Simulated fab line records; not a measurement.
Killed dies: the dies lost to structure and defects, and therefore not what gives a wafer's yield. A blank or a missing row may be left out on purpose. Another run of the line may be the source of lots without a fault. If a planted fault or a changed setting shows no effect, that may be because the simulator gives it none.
Which of the tools did it? -- flow berkeley cmos170 -- 8 lots with 24 wafers sampled at 2 steps, on a route of 331 steps

== WHAT THE GAUGES SHOWED, per wafer ==
UCB170_NLDD_TW_MEAS_11.
lot,measured,on,NLDD_TW
L149,day 7 09:17,film metro-01,2198 2196 2186
L148,day 7 09:43,film metro-04,2180 2172 2180
L152,day 8 00:50,film metro-01,2200 2215 2211
L151,day 8 02:09,film metro-04,2188 2179 2192
L153,day 8 02:31,film metro-01,1914 1913 1905 1899 1911 1916
L150,day 8 02:44,film metro-03,1923 1912 1920 1930 1924 1921
L155,day 9 03:32,film metro-03,1938 1938 1947 1941 1942 1941
L154,day 9 03:48,film metro-04,1897 1897 1899 1888 1904 1902

== EACH LOT AND THE TOOL THAT RAN IT (in order: tool; ch and the chambers of the sampled wafers; start) ==
lot,UCB170_NLDD_IMPLANT_08
L149,"implanter-01 ch 0, day 7 08:55"
L148,"implanter-02 ch 0, day 7 09:19"
L152,"implanter-04 ch 0, day 8 00:26"
L151,"implanter-02 ch 0, day 8 01:45"
L153,"implanter-04 ch 0, day 8 02:08"
L150,"implanter-02 ch 0, day 8 02:20"
L155,"implanter-01 ch 0, day 9 03:08"
L154,"implanter-02 ch 0, day 9 03:25"
- UCB170_NLDD_IMPLANT_08

== AS READ BY THE TOOLS THEMSELVES (means over the sampled wafers that have a number; for cases with no such wafer, the mark the record gives instead) ==
The record holds no such reading with a usual standard deviation.

== THE ANSWER, worked out from the rows above alone ==
Rule: the lots themselves supply what counts as usual. Put in order of their means at a reading, lots are off if they are a third of the lots or fewer, leave a main group of 4 or more, and stand apart from it by a gap of 3 or more times the standard deviation of the main group's means; of several such gaps the widest counts. A main group whose means are all the same, to the digits that the tables above print for the reading, isn't used. Also off: a lot with no number at a reading for which 4 or more lots have one. The other lots that the step has rows for count as sound. First the gauges in route order, then the tools' own readings, where a lot's mean is used as printed above. At the first step where some lot is off, the reading lying furthest off is the one used; lots without a number count as furthest.
Across all readings shown, no lot is off: no conclusion can be drawn from this.

== WHAT THE SIMULATOR PUT IN ==
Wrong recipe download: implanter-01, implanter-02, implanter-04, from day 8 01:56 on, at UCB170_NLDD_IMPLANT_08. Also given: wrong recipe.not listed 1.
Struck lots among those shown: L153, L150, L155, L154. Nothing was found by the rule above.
